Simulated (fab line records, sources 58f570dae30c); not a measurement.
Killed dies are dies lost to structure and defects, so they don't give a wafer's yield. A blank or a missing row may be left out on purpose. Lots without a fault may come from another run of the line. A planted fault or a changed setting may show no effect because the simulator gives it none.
A struck lot beside a sound one | flow berkeley_cmos170 | 14 steps out of a route of 331
Sound: wafers L282.1, L282.2, L282.3. Struck: wafers L283.1, L283.5, L283.6. The cause comes at the end.
At each step with rows: each side's tool, then ch and its chambers, then its first start. Under that, the readings that differ: sound wafers | struck wafers | difference of the means | sigmas: that difference in standard deviations of wafers without a fault.
alike: readings whose means differ by less than 2 such deviations, and words and numbers that are the same on both sides. not compared: withheld readings, readings that some wafer has no value for, bounds like >300 that may hide the same value, and numbers for which the record gives no deviation and whose values overlap.
The two part at a step that has a row with sigmas, a row that says differs or no value, or rows on one side only. Numbers that don't overlap but have no deviation are shown without sigmas and don't part them. A reading that every wafer of one side lacks parts them only if that side has two wafers or more.

first, 1 step without rows for these wafers: UCB170_M2_PRE_CLEAN_00 (preclean etch time 60 s).
UCB170_M2_SPUTTER_01: material Al, target thk 900 nm, time 120 s.
  sound on pvd_sputter-01, day 11 17:16; struck on pvd_sputter-04, day 11 16:19
  alike: throttle_valve_pct
UCB170_M2_RS_MEAS_02: measures by four-point-probe.
  sound on film_metro-04, day 11 17:22; struck on film_metro-02, day 11 16:23
  alike: M2_AL_RS
UCB170_M2_THK_MEAS_03: measures by xrf.
  sound on film_metro-04, day 11 17:29; struck on film_metro-02, day 11 16:31
  alike: M2_AL_THK
then, 3 steps without rows for these wafers: UCB170_M2_HMDS_04 (prime time 60 s); UCB170_M2_COAT_05 (resist thk 900 nm); UCB170_M2_SOFTBAKE_06 (time 60 s).
UCB170_M2_STRIP_07: strips in O2.
  sound on plasma_asher-04 ch 0,1, day 11 18:12; struck on plasma_asher-01 ch 0,1, day 11 17:01
  alike: drypump_motor_current_A, oes_product_au, strip_time_to_endpoint_s
  not compared: rf_hours_counter_h
then, 4 steps without rows for these wafers: UCB170_M2_STRIP_08 (strips KrF in DMSO, time 600 s); UCB170_M2_COAT_09; UCB170_M2_COAT_10 (resist thk 900 nm); UCB170_M2_SOFTBAKE_11 (time 57.62 s).
UCB170_M2_EXPOSE_12: exposes mask METAL2, target cd 700 nm.
  sound on krf_scanner-02 ch 0, day 11 19:03; struck on krf_scanner-01, day 11 17:53
  no value came back on the struck wafers for exposure_dose_mJ_cm2, focus_offset_nm (nm); on the sound wafers exposure_dose_mJ_cm2 reads 26.00 26.00 26.04
  alike: mask
then, 1 step without rows for these wafers: UCB170_M2_PEB_13.

WHERE THEY PART
Only at UCB170_M2_EXPOSE_12, within this record.

WHY: what the simulator had put in
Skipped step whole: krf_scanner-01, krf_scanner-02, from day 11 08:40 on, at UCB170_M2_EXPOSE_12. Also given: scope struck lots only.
